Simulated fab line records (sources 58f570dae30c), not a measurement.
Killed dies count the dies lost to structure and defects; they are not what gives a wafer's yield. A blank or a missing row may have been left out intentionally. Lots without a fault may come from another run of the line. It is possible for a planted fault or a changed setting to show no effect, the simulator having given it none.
fab line records + flow berkeleyCmos170 + part 2 of 2: steps 30 to 42 of 42
record:
- lots: 5
- wafers: 15
- lastDay: 13
route steps=331 shown M1@243 V1@254 M2@271
lots untouched by any fault: they come from a run of this same line in which no faults occurred
startH: the number of hours between the record's first day and the start of the first shown wafer of the lot + waitH: how many hours have passed since the lot's step before this one + " unchanged from the row above + L1.1+2: one row covering several wafers at once + - no value present, or no start provided + * or withheld: withheld + < > ~ a bound
route shown NAME@n: names a module that has steps shown in the file, with the first one's number in the route + usual: mean/standard deviation taken from wafers without a fault + same: alike in all rows + chamber/n: place in a boat + sites: readings site by site + _std_site: standard deviation of those values + _edge_site: outer sites' mean less inner sites' + radiusMm: for every site, how far away it sits from the centre of the wafer + mask NAME#n: copy n + behind: the most recent tool/chamber to have shaped the wafer + hold: reason for holding the lot/hours on hold/outcome of the hold + device: which transistor (n, p or np) failed to switch + end of line: at the end of the route, the tests of the same wafers + a step given without rows: its recipe and nothing more + killed: not the wafer's yield, but the dies lost to structure and defects at the first sort + map: the dies of a wafer, with x for killed, . for not killed, _ for no die there
set.NAME: the setting the step ran with; set.NAME@STEP: the setting that earlier step ran with + model.NAME: the simulator's own value behind a step, which no gauge read
a table for each step, a row for each wafer; lots at some steps of the route
services: when a tool's chamber went out of use (startH, in hours from the record's first day, below 0 if earlier), for how many hours, and the reason
== steps ==
step: UCB170_M2_SPUTTER_01
recipe:
- material: Al
- targetThkNm: 900
- timeS: 120
- powerW: 6000
- chamberPressurePa: 0.5
usual:
- throttleValvePct: 29.8/1.2
| lot.wafer | tool          | chamber | startH | waitH | throttleValvePct |
|-----------|---------------|---------|--------|-------|------------------|
| L074.1    | pvdSputter-01 | -       | 189.84 | 0.0   | 28.6             |
| L074.2    | "             | -       | "      | "     | 30.8             |
| L074.6    | "             | -       | "      | "     | 28.6             |
| L083.3    | pvdSputter-01 | -       | 223.62 | 0.0   | 28.3             |
| L083.5    | "             | -       | "      | "     | 30.8             |
| L083.6    | "             | -       | "      | "     | 31.4             |
| L089.3    | pvdSputter-04 | -       | 261.10 | 0.0   | 28.7             |
| L089.4    | "             | -       | "      | "     | 31.3             |
| L089.5    | "             | -       | "      | "     | 29.4             |
| L095.2    | pvdSputter-04 | -       | 291.49 | 0.0   | 31.6             |
| L095.3    | "             | -       | "      | "     | 28.6             |
| L095.5    | "             | -       | "      | "     | 31.4             |
| L094.3    | pvdSputter-02 | -       | 292.64 | 0.0   | 26.5             |
| L094.4    | "             | -       | "      | "     | 30.0             |
| L094.6    | "             | -       | "      | "     | 29.7             |
step: UCB170_M2_RS_MEAS_02
recipe:
- thkMeasGauge: four-point-probe
- reads: Al_of_M2_SPUTTER_01
usual:
- M2_AL_RS: 0.0319/0.00035
| lot.wafer | tool         | chamber | startH | waitH | M2_AL_RS[ohm/sq] |
|-----------|--------------|---------|--------|-------|------------------|
| L074.1    | filmMetro-02 | -       | 189.92 | 0.0   | 0.0317           |
| L074.2    | "            | -       | "      | "     | 0.0317           |
| L074.6    | "            | -       | "      | "     | 0.0318           |
| L083.3    | filmMetro-04 | -       | 223.74 | 0.1   | 0.0316           |
| L083.5    | "            | -       | "      | "     | 0.0314           |
| L083.6    | "            | -       | "      | "     | 0.0314           |
| L089.3    | filmMetro-04 | -       | 261.23 | 0.1   | 0.0315           |
| L089.4    | "            | -       | "      | "     | 0.0316           |
| L089.5    | "            | -       | "      | "     | 0.0321           |
| L095.2    | filmMetro-03 | -       | 291.60 | 0.1   | 0.0323           |
| L095.3    | "            | -       | "      | "     | 0.0322           |
| L095.5    | "            | -       | "      | "     | 0.0321           |
| L094.3    | filmMetro-04 | -       | 292.77 | 0.1   | 0.0316           |
| L094.4    | "            | -       | "      | "     | 0.0321           |
| L094.6    | "            | -       | "      | "     | 0.0321           |
step: UCB170_M2_THK_MEAS_03
recipe:
- thkMeasGauge: xrf
- reads: Al_of_M2_SPUTTER_01
usual:
- M2_AL_THK: 898/12
| lot.wafer | tool         | chamber | startH | waitH | M2_AL_THK[nm] |
|-----------|--------------|---------|--------|-------|---------------|
| L074.1    | filmMetro-02 | -       | 190.04 | 0.1   | 894           |
| L074.2    | "            | -       | "      | "     | 893           |
| L074.6    | "            | -       | "      | "     | 889           |
| L083.3    | filmMetro-04 | -       | 223.84 | 0.1   | 906           |
| L083.5    | "            | -       | "      | "     | 922           |
| L083.6    | "            | -       | "      | "     | 913           |
| L089.3    | filmMetro-04 | -       | 261.33 | 0.1   | 910           |
| L089.4    | "            | -       | "      | "     | 911           |
| L089.5    | "            | -       | "      | "     | 905           |
| L095.2    | filmMetro-03 | -       | 291.71 | 0.1   | 883           |
| L095.3    | "            | -       | "      | "     | 889           |
| L095.5    | "            | -       | "      | "     | 886           |
| L094.3    | filmMetro-04 | -       | 292.87 | 0.1   | 903           |
| L094.4    | "            | -       | "      | "     | 897           |
| L094.6    | "            | -       | "      | "     | 894           |
step: UCB170_M2_HMDS_04
recipe:
- primeTimeS: 60
- primeTempC: 100
usual:
- primeTempC: 100.00/0.15
| lot.wafer | tool          | chamber | startH | waitH | primeTempC |
|-----------|---------------|---------|--------|-------|------------|
| L074.1    | lithoTrack-03 | 0       | 190.10 | 0.1   | 100.03     |
| L074.2    | "             | 0       | "      | "     | 99.96      |
| L074.6    | "             | 0       | "      | "     | 100.12     |
| L083.3    | lithoTrack-02 | 0       | 223.93 | 0.1   | 99.97      |
| L083.5    | "             | 0       | "      | "     | 99.97      |
| L083.6    | "             | 0       | "      | "     | 99.97      |
| L089.3    | lithoTrack-03 | 0       | 261.57 | 0.2   | 100.26     |
| L089.4    | "             | 0       | "      | "     | 100.35     |
| L089.5    | "             | 0       | "      | "     | 99.97      |
| L095.2    | lithoTrack-01 | 0       | 292.00 | 0.3   | 99.90      |
| L095.3    | "             | 0       | "      | "     | 99.84      |
| L095.5    | "             | 0       | "      | "     | 100.03     |
| L094.3    | lithoTrack-01 | 0       | 292.96 | 0.1   | 99.87      |
| L094.4    | "             | 0       | "      | "     | 100.27     |
| L094.6    | "             | 0       | "      | "     | 100.09     |
step: UCB170_M2_COAT_05
recipe:
- resist: KrF
- spinRpm: 1500
- resistThkNm: 900
| lot.wafer  | tool          | chamber | startH | waitH |
|------------|---------------|---------|--------|-------|
| L074.1+2+6 | lithoTrack-03 | 0       | 190.25 | 0.1   |
| L083.3+5+6 | lithoTrack-02 | 0       | 224.08 | 0.1   |
| L089.3+4+5 | lithoTrack-03 | 0       | 261.72 | 0.1   |
| L095.2+3+5 | lithoTrack-01 | 0       | 292.15 | 0.1   |
| L094.3+4+6 | lithoTrack-01 | 0       | 293.11 | 0.1   |
step: UCB170_M2_SOFTBAKE_06
recipe:
- resist: KrF
- tempC: 130
- timeS: 60
| lot.wafer  | tool          | chamber | startH | waitH |
|------------|---------------|---------|--------|-------|
| L074.1+2+6 | lithoTrack-03 | 0       | 190.40 | 0.1   |
| L083.3+5+6 | lithoTrack-02 | 0       | 224.23 | 0.1   |
| L089.3+4+5 | lithoTrack-03 | 0       | 261.87 | 0.1   |
| L095.2+3+5 | lithoTrack-01 | 0       | 292.30 | 0.1   |
| L094.3+4+6 | lithoTrack-01 | 0       | 293.26 | 0.1   |
step: UCB170_M2_STRIP_07
recipe:
- chemistry: O2
- powerW: 400
- pressureMtorr: 3500
- platenTempC: withheld
- o2FlowSccm: 400
- overashFraction: 0.5
usual:
- drypumpMotorCurrentA: 5.90/0.27
- oesProductAu: 0.735/0.0045
- stripTimeToEndpointS: 21.96/0.068
| lot.wafer | tool           | chamber | startH | waitH | drypumpMotorCurrentA | oesProductAu | rfHoursCounterH | stripTimeToEndpointS |
|-----------|----------------|---------|--------|-------|----------------------|--------------|-----------------|----------------------|
| L074.1    | plasmaAsher-02 | 1       | 190.55 | 0.1   | 5.74                 | 0.733        | 10              | 21.86                |
| L074.2    | "              | 0       | "      | "     | 5.71                 | 0.731        | 10              | 21.87                |
| L074.6    | "              | 0       | "      | "     | 5.71                 | 0.732        | -               | 21.83                |
| L083.3    | plasmaAsher-02 | 0       | 224.37 | 0.1   | 5.70                 | 0.736        | -               | 21.95                |
| L083.5    | "              | 1       | "      | "     | 5.74                 | 0.739        | -               | 22.00                |
| L083.6    | "              | 0       | "      | "     | 5.71                 | 0.730        | -               | 22.00                |
| L089.3    | plasmaAsher-01 | 1       | 262.00 | 0.1   | 5.74                 | 0.733        | -               | 21.98                |
| L089.4    | "              | 0       | "      | "     | 6.35                 | 0.726        | -               | 22.04                |
| L089.5    | "              | 0       | "      | "     | 6.35                 | 0.722        | -               | 21.95                |
| L095.2    | plasmaAsher-01 | 1       | 292.42 | 0.1   | 5.74                 | 0.735        | 49              | 21.94                |
| L095.3    | "              | 1       | "      | "     | 5.69                 | 0.746        | -               | 21.98                |
| L095.5    | "              | 0       | "      | "     | 6.32                 | 0.730        | -               | 21.97                |
| L094.3    | plasmaAsher-01 | 0       | 293.39 | 0.1   | 6.33                 | 0.731        | -               | 21.96                |
| L094.4    | "              | 1       | "      | "     | 5.70                 | 0.729        | -               | 21.92                |
| L094.6    | "              | 1       | "      | "     | 5.72                 | 0.734        | -               | 21.90                |
step: UCB170_M2_STRIP_08
recipe:
- chemistry: DMSO
- tempC: 80
- timeS: 600
- material: KrF
usual:
- bathGuardTempC: 80.1/0.46
| lot.wafer | tool        | chamber | startH | waitH | bathGuardTempC |
|-----------|-------------|---------|--------|-------|----------------|
| L074.1    | wetBench-02 | 3       | 191.51 | 0.9   | 79.2           |
| L074.2    | "           | 3       | "      | "     | 79.5           |
| L074.6    | "           | 3       | "      | "     | 79.1           |
| L083.3    | wetBench-01 | 0       | 224.43 | 0.0   | 80.3           |
| L083.5    | "           | 0       | "      | "     | 80.7           |
| L083.6    | "           | 0       | "      | "     | 80.6           |
| L089.3    | wetBench-02 | 1       | 262.07 | 0.0   | 80.4           |
| L089.4    | "           | 1       | "      | "     | 80.2           |
| L089.5    | "           | 1       | "      | "     | 79.6           |
| L094.3    | wetBench-02 | 2       | 294.09 | 0.7   | 80.6           |
| L094.4    | "           | 2       | "      | "     | 80.5           |
| L094.6    | "           | 2       | "      | "     | 80.5           |
| L095.2    | wetBench-02 | 2       | 294.09 | 1.6   | 80.9           |
| L095.3    | "           | 2       | "      | "     | 80.5           |
| L095.5    | "           | 2       | "      | "     | 80.8           |
step: UCB170_M2_COAT_09
recipe:
- resist: BARC
- tempC: withheld
- timeS: withheld
- spinRpm: 3000
- resistThkNm: withheld
| lot.wafer  | tool          | chamber | startH | waitH |
|------------|---------------|---------|--------|-------|
| L074.1+2+6 | lithoTrack-03 | 0       | 191.79 | 0.1   |
| L083.3+5+6 | lithoTrack-03 | 0       | 224.66 | 0.1   |
| L089.3+4+5 | lithoTrack-03 | 0       | 262.29 | 0.1   |
| L095.2+3+5 | lithoTrack-03 | 0       | 294.46 | 0.0   |
| L094.3+4+6 | lithoTrack-02 | 0       | 294.49 | 0.1   |
step: UCB170_M2_COAT_10
recipe:
- resist: KrF
- spinRpm: 1500
- resistThkNm: 900
| lot.wafer  | tool          | chamber | startH | waitH |
|------------|---------------|---------|--------|-------|
| L074.1+2+6 | lithoTrack-03 | 0       | -      | -     |
| L083.3+5+6 | lithoTrack-03 | 0       | -      | -     |
| L089.3+4+5 | lithoTrack-03 | 0       | -      | -     |
| L095.2+3+5 | lithoTrack-03 | 0       | -      | -     |
| L094.3+4+6 | lithoTrack-02 | 0       | -      | -     |
step: UCB170_M2_SOFTBAKE_11
recipe:
- resist: KrF
- tempC: 130
- timeS: 60
| lot.wafer  | tool          | chamber | startH | waitH |
|------------|---------------|---------|--------|-------|
| L074.1+2+6 | lithoTrack-03 | 0       | -      | -     |
| L083.3+5+6 | lithoTrack-03 | 0       | -      | -     |
| L089.3+4+5 | lithoTrack-03 | 0       | -      | -     |
| L095.2+3+5 | lithoTrack-03 | 0       | -      | -     |
| L094.3+4+6 | lithoTrack-02 | 0       | -      | -     |
step: UCB170_M2_EXPOSE_12
recipe:
- maskId: METAL2
- targetCdNm: 700
- na: 0.5
- sigmaOuter: 0.6
- sourceShape: conventional
- doseMj: 26
| lot.wafer  | tool          | chamber | startH | waitH | mask     |
|------------|---------------|---------|--------|-------|----------|
| L074.1+2+6 | krfScanner-01 | 0       | 192.24 | -     | METAL2#0 |
| L083.3+5+6 | krfScanner-01 | 0       | -      | -     | METAL2#0 |
| L089.3+4+5 | krfScanner-02 | 0       | 262.95 | -     | METAL2#0 |
| L094.3+4+6 | krfScanner-01 | 0       | 295.17 | -     | METAL2#0 |
| L095.2+3+5 | krfScanner-01 | 0       | 295.27 | -     | METAL2#0 |
step: UCB170_M2_PEB_13
recipe:
- pebTempC: 130
- pebTimeS: withheld
- resist: KrF
| lot.wafer  | tool          | chamber | startH | waitH |
|------------|---------------|---------|--------|-------|
| L074.1+2+6 | lithoTrack-01 | 0       | 192.50 | 0.2   |
| L083.3+5+6 | lithoTrack-02 | 0       | -      | -     |
| L089.3+4+5 | lithoTrack-03 | 0       | 263.19 | 0.2   |
| L095.2+3+5 | lithoTrack-02 | 0       | 295.81 | 0.5   |
| L094.3+4+6 | lithoTrack-03 | 0       | 295.84 | 0.6   |
== services ==
| tool           | chamber | startH | hours | kind   |
|----------------|---------|--------|-------|--------|
| cmp-02         | -       | 157.93 | 6.6   | pm     |
| cmp-01         | -       | 163.33 | 0.5   | repair |
| cmp-01         | -       | 164.50 | 10.5  | pm     |
| krfScanner-02  | -       | 170.67 | 1.3   | pm     |
| cmp-01         | -       | 185.31 | 0.9   | repair |
| rieMetal-01    | -       | 191.06 | 0.7   | repair |
| rieDiel-02     | -       | 194.46 | 0.4   | repair |
| plasmaAsher-02 | -       | 197.48 | 2.8   | pm     |
| krfScanner-02  | -       | 204.70 | 4.4   | pm     |
| krfScanner-02  | -       | 212.10 | 0.9   | repair |
| krfScanner-02  | -       | 219.28 | 0.8   | pm     |
| krfScanner-02  | -       | 220.03 | 4.0   | pm     |
| krfScanner-02  | -       | 225.03 | 2.6   | repair |
| pvdSputter-01  | -       | 242.40 | 1.2   | repair |
| plasmaAsher-04 | -       | 244.26 | 7.3   | repair |
| krfScanner-02  | -       | 247.25 | 1.2   | repair |
| pvdSputter-04  | -       | 255.89 | 3.8   | repair |
| rieMetal-01    | -       | 258.38 | 3.0   | repair |
| krfScanner-01  | -       | 261.81 | 1.0   | pm     |
| cmp-02         | -       | 262.60 | 4.7   | pm     |
| plasmaAsher-04 | -       | 280.16 | 9.6   | repair |
| krfScanner-02  | -       | 285.14 | 1.0   | pm     |
| plasmaAsher-02 | -       | 290.53 | 0.4   | repair |
| krfScanner-02  | -       | 294.89 | 3.1   | repair |
